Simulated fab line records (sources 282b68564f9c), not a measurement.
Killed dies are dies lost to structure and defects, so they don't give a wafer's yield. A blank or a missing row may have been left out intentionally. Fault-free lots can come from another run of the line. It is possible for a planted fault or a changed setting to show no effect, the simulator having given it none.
fab line records | flow rit-cmos
record lots=13 | wafers=39 | last-day=7
route steps=202 shown PWELL@42 M1@202
lots untouched by any fault: they come from a run of this same line in which no faults occurred
start-h: the number of hours between the record's first day and the start of the first shown wafer of the lot | wait-h: how many hours have passed since the lot's step before this one | " identical to the entry in the row above | L1.1+2: one row covering several wafers at once | - either no value or no given start | * or withheld: withheld | < > ~ a bound
route shown NAME@n: a module of which the file shows steps, and the number in the route of the first | usual: average and standard deviation across the fault-free wafers | same: alike in all rows | chamber/n: place in a boat | sites: readings site by site | _std_site: how widely they spread, as a standard deviation | _edge_site: inner sites' mean taken away from outer sites' mean | radius-mm: for every site, how far away it sits from the centre of the wafer | mask NAME#n: copy n | behind: the tool/chamber that last shaped the wafer | hold: the reason the lot was held/the length of the hold in hours/how it ended | device: names the non-switching transistor (n, p or np) | end of line: at the end of the route, the tests of the same wafers | step lacking rows: just its recipe | killed: at the first sort, the dies lost to defects and structure; wafer yield is something else | map: per-die view of a wafer (x killed, . not killed, _ where there is no die)
set.NAME: setting as actually run; set.NAME@STEP: the setting as run at that earlier step | model.NAME: the simulator's own value behind a step, which no gauge read
steps of the route over a sample of lots; a table a step, a row a wafer
services: the hour from which a tool's chamber was out of use, counted from the record's first day as start-h (under 0 if before that day), plus the number of hours and why
## steps
# step RIT_PWELL_EXPOSE_03
# recipe mask-id=M3 | na=0.57 | target-cd-nm=43700 | dose-mj=250
# usual focus-offset-nm=0.0/0.51
lot.wafer | tool             | chamber | start-h | wait-h | mask | focus-offset-nm
L834.4    | iline-stepper-01 | 0       | 23.24   | 0.2    | M3#0 | 0.3
L834.5    | "                | 0       | "       | "      | M3#0 | 0.5
L834.6    | "                | 0       | "       | "      | M3#0 | 0.1
L835.1    | iline-stepper-02 | 0       | 27.20   | 0.2    | M3#0 | 0.2
L835.3    | "                | 0       | "       | "      | M3#0 | 0.7
L835.6    | "                | 0       | "       | "      | M3#0 | 0.3
L836.2    | iline-stepper-02 | 0       | 39.83   | 0.1    | M3#0 | 0.0
L836.3    | "                | 0       | "       | "      | M3#0 | 0.3
L836.6    | "                | 0       | "       | "      | M3#0 | -0.4
L837.3    | iline-stepper-02 | 0       | 41.29   | 0.1    | M3#0 | 0.1
L837.5    | "                | 0       | "       | "      | M3#0 | -0.7
L837.6    | "                | 0       | "       | "      | M3#0 | -0.9
L841.3    | iline-stepper-02 | 0       | 57.76   | 0.2    | M3#0 | 0.1
L841.4    | "                | 0       | "       | "      | M3#0 | 0.2
L841.5    | "                | 0       | "       | "      | M3#0 | 0.3
L842.2    | iline-stepper-01 | 0       | 61.59   | 0.2    | M3#0 | 0.1
L842.4    | "                | 0       | "       | "      | M3#0 | -0.5
L842.6    | "                | 0       | "       | "      | M3#0 | 0.5
L844.2    | iline-stepper-01 | 0       | 71.57   | 0.2    | M3#0 | 0.8
L844.3    | "                | 0       | "       | "      | M3#0 | -0.3
L844.5    | "                | 0       | "       | "      | M3#0 | 0.5
L845.1    | iline-stepper-01 | 0       | 81.51   | 0.1    | M3#0 | 0.3
L845.2    | "                | 0       | "       | "      | M3#0 | 0.1
L845.6    | "                | 0       | "       | "      | M3#0 | -0.1
L846.1    | iline-stepper-02 | 0       | 82.99   | 0.2    | M3#0 | -0.3
L846.2    | "                | 0       | "       | "      | M3#0 | 0.1
L846.6    | "                | 0       | "       | "      | M3#0 | -0.8
L848.1    | iline-stepper-02 | 0       | 93.43   | 0.2    | M3#0 | 0.8
L848.2    | "                | 0       | "       | "      | M3#0 | 0.2
L848.6    | "                | 0       | "       | "      | M3#0 | -0.1
L852.2    | iline-stepper-02 | 0       | 112.63  | 0.2    | M3#0 | 0.2
L852.3    | "                | 0       | "       | "      | M3#0 | 0.0
L852.6    | "                | 0       | "       | "      | M3#0 | 0.0
L853.1    | iline-stepper-02 | 0       | 117.36  | 0.1    | M3#0 | 0.1
L853.2    | "                | 0       | "       | "      | M3#0 | -0.8
L853.4    | "                | 0       | "       | "      | M3#0 | -1.0
L856.2    | iline-stepper-02 | 0       | 133.09  | 0.2    | M3#0 | -0.6
L856.4    | "                | 0       | "       | "      | M3#0 | 0.3
L856.6    | "                | 0       | "       | "      | M3#0 | -0.1
# step RIT_PWELL_OVL_MEAS_06
# usual PWELL_OVL=0.6/1.7
lot.wafer | tool       | chamber | start-h | wait-h | PWELL_OVL[nm]
L834.4    | overlay-01 | -       | 23.63   | -      | 1.7
L834.5    | "          | -       | "       | "      | -1.2
L834.6    | "          | -       | "       | "      | -0.8
L835.1    | overlay-01 | -       | 27.63   | -      | -0.6
L835.3    | "          | -       | "       | "      | -0.5
L835.6    | "          | -       | "       | "      | -2.7
L836.2    | overlay-02 | -       | 40.25   | -      | -3.0
L836.3    | "          | -       | "       | "      | -2.0
L836.6    | "          | -       | "       | "      | -1.5
L837.3    | overlay-01 | -       | 41.69   | -      | 1.3
L837.5    | "          | -       | "       | "      | 1.7
L837.6    | "          | -       | "       | "      | 0.5
L841.3    | overlay-01 | -       | 58.17   | -      | 1.6
L841.4    | "          | -       | "       | "      | -0.5
L841.5    | "          | -       | "       | "      | 0.8
L842.2    | overlay-02 | -       | 62.05   | -      | 242.9
L842.4    | "          | -       | "       | "      | 241.3
L842.6    | "          | -       | "       | "      | 240.8
L844.2    | overlay-01 | -       | 71.98   | -      | 240.9
L844.3    | "          | -       | "       | "      | 240.6
L844.5    | "          | -       | "       | "      | 240.5
L845.1    | overlay-02 | -       | 82.03   | -      | 239.5
L845.2    | "          | -       | "       | "      | 241.7
L845.6    | "          | -       | "       | "      | 242.1
L846.1    | overlay-01 | -       | 83.41   | -      | -1.8
L846.2    | "          | -       | "       | "      | -1.6
L846.6    | "          | -       | "       | "      | -0.6
L848.1    | overlay-02 | -       | 93.87   | -      | -1.0
L848.2    | "          | -       | "       | "      | 0.7
L848.6    | "          | -       | "       | "      | -1.3
L852.2    | overlay-02 | -       | 113.05  | -      | 0.4
L852.3    | "          | -       | "       | "      | 1.2
L852.6    | "          | -       | "       | "      | 0.2
L853.1    | overlay-02 | -       | 117.79  | -      | 0.6
L853.2    | "          | -       | "       | "      | 2.6
L853.4    | "          | -       | "       | "      | -0.4
L856.2    | overlay-01 | -       | 133.50  | -      | 0.7
L856.4    | "          | -       | "       | "      | -0.6
L856.6    | "          | -       | "       | "      | 0.4
# step RIT_M1_PROBE_99
# usual killed_at_M0_to_M3=0.0/0.12 | killed-at-contacts=0.1/0.25 | killed-at-front-end=8/3.3 | killed-dies=8/3.3 | killed-open=3.9/2.1 | killed-short=3.8/2.2
# same gross-dies=264 | killed_at_M4_up=0 | killed-at-back-side=0 | killed-at-other=0
lot.wafer | tool      | chamber | start-h | wait-h | killed_at_M0_to_M3 | killed-at-contacts | killed-at-front-end | killed-dies | killed-open | killed-short
L835.1    | prober-02 | -       | 68.39   | 0.1    | 0                  | 0                  | 14                  | 14          | 7           | 7
L835.3    | prober-02 | -       | 68.49   | 0.2    | 0                  | 0                  | 9                   | 9           | 3           | 6
L835.6    | prober-02 | -       | 68.64   | 0.2    | 0                  | 0                  | 3                   | 3           | 0           | 3
L842.2    | prober-02 | -       | 98.75   | 0.1    | 0                  | 0                  | 8                   | 8           | 3           | 5
L842.4    | prober-02 | -       | 98.85   | 0.2    | 0                  | 0                  | 3                   | 3           | 1           | 2
L842.6    | prober-02 | -       | 98.95   | 0.2    | 0                  | 0                  | 11                  | 11          | 7           | 4
L846.1    | prober-02 | -       | 121.49  | 0.1    | 0                  | 0                  | 7                   | 7           | 3           | 4
L846.2    | prober-02 | -       | 121.54  | 0.1    | 0                  | 0                  | 4                   | 4           | 2           | 2
L846.6    | prober-02 | -       | 121.74  | 0.2    | 0                  | 0                  | 9                   | 9           | 3           | 6
L848.1    | prober-02 | -       | 129.42  | 0.1    | 0                  | 1                  | 6                   | 7           | 4           | 3
L848.2    | prober-02 | -       | 129.47  | 0.1    | 0                  | 0                  | 4                   | 4           | 1           | 3
L848.6    | prober-02 | -       | 129.67  | 0.2    | 0                  | 0                  | 4                   | 4           | 2           | 2
# killed by level:class
L835.1 GATE:geometric-particle:open=4 GATE:geometric-particle:short=3 FOX2:geometric-particle:open=2 FOX1:geometric-particle:short=1 FOX2:geometric-particle:short=1 REOX:geometric-particle:short=1 REOX:geometric-particle:open=1 SILICIDE:geometric-particle:short=1
L835.3 FOX2:geometric-particle:short=2 GATE:geometric-particle:open=2 FOX1:geometric-particle:short=1 GATE:geometric-particle:short=1 SPACER:geometric-particle:short=1 SILICIDE:geometric-particle:short=1 SILICIDE:geometric-particle:open=1
L835.6 GATE:geometric-particle:short=3
L842.2 SPACER:geometric-particle:short=2 FOX1:geometric-particle:short=1 FOX1:geometric-particle:open=1 FOX2:geometric-particle:open=1 GATE:geometric-particle:open=1 GATE:geometric-particle:short=1 REOX:geometric-particle:short=1
L842.4 FOX1:geometric-particle:short=1 GATE:geometric-particle:short=1 SPACER:geometric-particle:open=1
L842.6 FOX1:geometric-particle:open=3 GATE:geometric-particle:open=2 REOX:geometric-particle:open=2 FOX1:geometric-particle:short=1 GATE:geometric-particle:short=1 REOX:geometric-particle:short=1 SPACER:geometric-particle:short=1
L846.1 GATE:geometric-particle:open=2 SILICIDE:geometric-particle:short=2 GATE:geometric-particle:short=1 SPACER:geometric-particle:open=1 SPACER:geometric-particle:short=1
L846.2 REOX:geometric-particle:short=2 FOX2:geometric-particle:open=1 REOX:geometric-particle:open=1
L846.6 FOX2:geometric-particle:short=4 SILICIDE:geometric-particle:open=2 FOX1:geometric-particle:open=1 GATE:geometric-particle:short=1 SILICIDE:geometric-particle:short=1
L848.1 GATE:geometric-particle:short=2 FOX1:geometric-particle:open=1 FOX2:geometric-particle:short=1 FOX2:geometric-particle:open=1 REOX:geometric-particle:open=1 CONTACT:geometric-particle:open=1
L848.2 FOX2:geometric-particle:short=2 FOX1:geometric-particle:open=1 GATE:geometric-particle:short=1
L848.6 FOX2:geometric-particle:short=1 GATE:geometric-particle:open=1 SPACER:geometric-particle:short=1 SPACER:geometric-particle:open=1
## services
tool             | chamber | start-h | hours | kind
iline-stepper-01 | -       | 11.16   | 5.0   | repair
iline-stepper-01 | -       | 24.98   | 1.7   | pm
iline-stepper-01 | 0       | 82.56   | -     | calibration
iline-stepper-02 | -       | 124.47  | 1.7   | pm
## key
first-sign step=RIT_PWELL_OVL_MEAS_06 | reading=PWELL_OVL | direction=up | sigmas=99+ | usual=0.6 | struck=241.1
effect none on later readings
met-at RIT_PWELL_EXPOSE_03
struck-lots L842,L844,L845
tester-left-out L842,L844,L845
onset-between 23.24 61.59
fault kind=scanner-matching-overlay | tool=iline-stepper-01 | chamber=- | onset-h=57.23 | steps=RIT_PWELL_EXPOSE_03 | offset=240
# tester-left-out: of these lots the tester's yield and bins aren't shown, on N5 and GAA mostly nor the transistor test; their killed dies are dies lost to structure and defects alone, not to doping, threshold or leakage, so they don't give the yield
